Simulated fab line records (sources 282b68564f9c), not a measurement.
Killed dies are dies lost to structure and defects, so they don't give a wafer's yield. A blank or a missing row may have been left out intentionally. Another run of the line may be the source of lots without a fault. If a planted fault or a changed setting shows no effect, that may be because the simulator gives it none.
fab line records | flow ritCmos
record: lots: 14 | wafers: 42 | lastDay: 7
route steps=202 shown SDANNEAL@156 PSD@157 PLDD@159
lots untouched by any fault: they come from a run of this same line in which no faults occurred
startH: hours from the record's opening day to when the first of the lot's shown wafers began | waitH: hours from the lot's prior step to this one | " as in the row above | L1.1+2: a single row standing in for several wafers | - no value, or no start was given | * or withheld: withheld | < > ~ a bound
route shown NAME@n: NAME is a module with steps in the file, n the number in the route of the first one | usual: mean and standard deviation over wafers with no fault | same: alike in all rows | chamber/n: place in a boat | sites: each site's reading | _std_site: standard deviation of those values | _edge_site: the outer-site mean with the inner-site mean subtracted | radiusMm: for every site, how far away it sits from the centre of the wafer | mask NAME#n: copy n | behind: the last tool/chamber to shape the wafer | hold: what put the lot on hold/how long, in hours/how the hold closed | device: transistor that didn't switch, given as n, p or np | end of line: the same wafers' tests at the end of the route | where a step has no rows: the recipe by itself | killed: dies that structure and defects cost at the first sort, which is not the same as the wafer's yield | map: dies across one wafer; x = killed, . = not, _ = none there
set.NAME: the setting the step ran with; set.NAME@STEP: the setting that earlier step ran with | model.NAME: the simulator's own value behind a step, which no gauge read
a sample of lots followed through the steps of the route, with each step as a table and each wafer as a row
services: the hour from which a tool's chamber was out of use, counted from the record's first day as startH (under 0 if before that day), plus the number of hours and why
== steps ==
step: RIT_SDANNEAL_RTA_03
recipe: tempC: 1050 | timeS: 5 | idleTempC: 600 | rampUpCPerS: 342 | rampDownCPerS: 171 | coolToC: 600 | ambient: N2
usual: wafer_temp_C_max: 1053.6/1.2
lot.wafer | tool         | chamber | startH | waitH | wafer_temp_C_max
L748.3    | rtpAnneal-01 | 0       | 52.49  | 0.0   | 1056.1
L748.4    | "            | 0       | "      | "     | 1052.9
L748.6    | "            | 0       | "      | "     | 1054.8
L751.1    | rtpAnneal-02 | 0       | 64.06  | 0.0   | 1053.0
L751.2    | "            | 0       | "      | "     | 1053.6
L751.5    | "            | 0       | "      | "     | 1053.2
L753.1    | rtpAnneal-02 | 0       | 76.42  | 0.0   | 1055.3
L753.2    | "            | 0       | "      | "     | 1051.9
L753.3    | "            | 0       | "      | "     | 1054.2
L754.2    | rtpAnneal-01 | 0       | 79.60  | 0.0   | 1055.9
L754.4    | "            | 0       | "      | "     | 1052.6
L754.6    | "            | 0       | "      | "     | 1054.3
L755.1    | rtpAnneal-02 | 0       | 85.78  | 0.0   | 1052.5
L755.2    | "            | 0       | "      | "     | 1055.7
L755.4    | "            | 0       | "      | "     | 1051.7
L756.1    | rtpAnneal-01 | 0       | 88.66  | 0.0   | 1055.0
L756.2    | "            | 0       | "      | "     | 1053.4
L756.5    | "            | 0       | "      | "     | 1053.5
L758.2    | rtpAnneal-01 | 0       | 99.79  | 0.0   | 1057.6
L758.5    | "            | 0       | "      | "     | 1056.0
L758.6    | "            | 0       | "      | "     | 1051.2
L760.1    | rtpAnneal-01 | 0       | 113.12 | 0.0   | 1055.4
L760.2    | "            | 0       | "      | "     | 1052.2
L760.5    | "            | 0       | "      | "     | 1052.3
L761.2    | rtpAnneal-02 | 0       | 118.83 | 0.0   | 1055.7
L761.3    | "            | 0       | "      | "     | 1052.0
L761.4    | "            | 0       | "      | "     | 1052.4
L762.3    | rtpAnneal-01 | 0       | 120.83 | 0.0   | 1052.8
L762.4    | "            | 0       | "      | "     | 1053.1
L762.5    | "            | 0       | "      | "     | 1051.8
L765.3    | rtpAnneal-01 | 0       | 135.41 | 0.0   | 1051.9
L765.4    | "            | 0       | "      | "     | 1055.2
L765.6    | "            | 0       | "      | "     | 1055.3
L767.2    | rtpAnneal-01 | 0       | 145.40 | 0.0   | 1054.7
L767.3    | "            | 0       | "      | "     | 1053.2
L767.5    | "            | 0       | "      | "     | 1053.1
L768.1    | rtpAnneal-02 | 0       | 148.45 | 0.0   | 1053.4
L768.2    | "            | 0       | "      | "     | 1052.1
L768.5    | "            | 0       | "      | "     | 1052.7
L770.2    | rtpAnneal-02 | 0       | 158.76 | 0.0   | 1052.9
L770.5    | "            | 0       | "      | "     | 1053.1
L770.6    | "            | 0       | "      | "     | 1052.0
step: RIT_SDANNEAL_RS_MEAS_04
recipe: thkMeasGauge: four-point-probe
usual: PSD_RS: 115.9/0.36
lot.wafer | tool         | chamber | startH | waitH | PSD_RS[ohm/sq]
L748.3    | filmMetro-01 | -       | 52.57  | 0.1   | 116.1
L748.4    | "            | -       | "      | "     | 116.5
L748.6    | "            | -       | "      | "     | 116.4
L751.1    | filmMetro-01 | -       | 64.18  | 0.1   | 115.9
L751.2    | "            | -       | "      | "     | 115.9
L751.5    | "            | -       | "      | "     | 115.9
L753.1    | filmMetro-02 | -       | 76.53  | 0.1   | 116.0
L753.2    | "            | -       | "      | "     | 115.8
L753.3    | "            | -       | "      | "     | 115.8
L754.2    | filmMetro-01 | -       | 79.67  | 0.1   | 116.0
L754.4    | "            | -       | "      | "     | 116.0
L754.6    | "            | -       | "      | "     | 116.3
L755.1    | filmMetro-03 | -       | 85.84  | 0.0   | 116.4
L755.2    | "            | -       | "      | "     | 116.5
L755.4    | "            | -       | "      | "     | 116.3
L756.1    | filmMetro-02 | -       | 88.72  | 0.0   | 115.9
L756.2    | "            | -       | "      | "     | 115.7
L756.5    | "            | -       | "      | "     | 115.3
L758.2    | filmMetro-02 | -       | 99.86  | 0.1   | 115.3
L758.5    | "            | -       | "      | "     | 115.4
L758.6    | "            | -       | "      | "     | 115.6
L760.1    | filmMetro-02 | -       | 113.18 | 0.0   | 115.7
L760.2    | "            | -       | "      | "     | 115.8
L760.5    | "            | -       | "      | "     | 115.4
L761.2    | filmMetro-03 | -       | 118.90 | 0.1   | 115.6
L761.3    | "            | -       | "      | "     | 115.2
L761.4    | "            | -       | "      | "     | 116.0
L762.3    | filmMetro-02 | -       | 120.91 | 0.1   | 115.6
L762.4    | "            | -       | "      | "     | 115.5
L762.5    | "            | -       | "      | "     | 115.3
L765.3    | filmMetro-01 | -       | 135.48 | 0.1   | 128.2
L765.4    | "            | -       | "      | "     | 128.3
L765.6    | "            | -       | "      | "     | 128.7
L767.2    | filmMetro-02 | -       | 145.47 | 0.1   | 127.9
L767.3    | "            | -       | "      | "     | 127.9
L767.5    | "            | -       | "      | "     | 127.8
L768.1    | filmMetro-03 | -       | 148.50 | 0.0   | 116.1
L768.2    | "            | -       | "      | "     | 116.3
L768.5    | "            | -       | "      | "     | 116.4
L770.2    | filmMetro-03 | -       | 158.83 | 0.1   | 116.2
L770.5    | "            | -       | "      | "     | 116.1
L770.6    | "            | -       | "      | "     | 115.7
step: RIT_SDANNEAL_RS_MEAS_06
recipe: thkMeasGauge: four-point-probe
usual: PLDD_RS: 178.7/0.57
lot.wafer | tool         | chamber | startH | waitH | PLDD_RS[ohm/sq]
L748.3    | filmMetro-01 | -       | 52.81  | 0.1   | 179.3
L748.4    | "            | -       | "      | "     | 178.6
L748.6    | "            | -       | "      | "     | 179.4
L751.1    | filmMetro-01 | -       | 64.42  | 0.1   | 179.6
L751.2    | "            | -       | "      | "     | 178.7
L751.5    | "            | -       | "      | "     | 179.1
L753.1    | filmMetro-02 | -       | 76.77  | 0.1   | 178.0
L753.2    | "            | -       | "      | "     | 178.0
L753.3    | "            | -       | "      | "     | 177.5
L754.2    | filmMetro-01 | -       | 79.91  | 0.1   | 179.7
L754.4    | "            | -       | "      | "     | 178.9
L754.6    | "            | -       | "      | "     | 179.2
L755.1    | filmMetro-03 | -       | 86.08  | 0.1   | 179.2
L755.2    | "            | -       | "      | "     | 178.8
L755.4    | "            | -       | "      | "     | 179.1
L756.1    | filmMetro-02 | -       | 88.96  | 0.1   | 178.3
L756.2    | "            | -       | "      | "     | 178.1
L756.5    | "            | -       | "      | "     | 178.0
L758.2    | filmMetro-02 | -       | 100.10 | 0.1   | 178.6
L758.5    | "            | -       | "      | "     | 178.7
L758.6    | "            | -       | "      | "     | 179.0
L760.1    | filmMetro-02 | -       | 113.42 | 0.1   | 179.1
L760.2    | "            | -       | "      | "     | 179.0
L760.5    | "            | -       | "      | "     | 179.3
L761.2    | filmMetro-03 | -       | 119.14 | 0.1   | 178.1
L761.3    | "            | -       | "      | "     | 177.6
L761.4    | "            | -       | "      | "     | 178.4
L762.3    | filmMetro-02 | -       | 121.15 | 0.1   | 178.1
L762.4    | "            | -       | "      | "     | 178.5
L762.5    | "            | -       | "      | "     | 177.9
L765.3    | filmMetro-01 | -       | 135.72 | 0.1   | 191.2
L765.4    | "            | -       | "      | "     | 191.5
L765.6    | "            | -       | "      | "     | 191.5
L767.2    | filmMetro-02 | -       | 145.71 | 0.1   | 191.5
L767.3    | "            | -       | "      | "     | 191.2
L767.5    | "            | -       | "      | "     | 191.1
L768.1    | filmMetro-03 | -       | 148.74 | 0.1   | 180.0
L768.2    | "            | -       | "      | "     | 179.8
L768.5    | "            | -       | "      | "     | 179.8
L770.2    | filmMetro-03 | -       | 159.07 | 0.1   | 178.9
L770.5    | "            | -       | "      | "     | 178.9
L770.6    | "            | -       | "      | "     | 178.3
== services ==
tool         | chamber | startH | hours | kind
rtpAnneal-01 | -       | 32.71  | 3.2   | pm
rtpAnneal-02 | -       | 133.09 | 5.1   | pm
== key ==
firstSign: step: RIT_SDANNEAL_RS_MEAS_04 | reading: PSD_RS | direction: up | sigmas: 34 | usual: 115.9 | struck: 128.1
effect: step: RIT_SDANNEAL_RS_MEAS_06 | reading: PLDD_RS | direction: up | sigmas: 22 | usual: 178.7 | struck: 191.3
metAt RIT_SDANNEAL_RTA_03
struckLots L765,L767
testerLeftOut L765,L767
onsetBetween 120.83 135.41
fault: kind: processParameterDrift | tool: rtpAnneal-01 | chamber: - | onsetH: 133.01 | steps: RIT_SDANNEAL_RTA_03 | channel: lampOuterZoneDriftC | offset: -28 | shape: step | endH: 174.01
testerLeftOut: of these lots the tester's yield and bins aren't shown, on N5 and GAA mostly nor the transistor test; their killed dies are dies lost to structure and defects alone, not to doping, threshold or leakage, so they don't give the yield
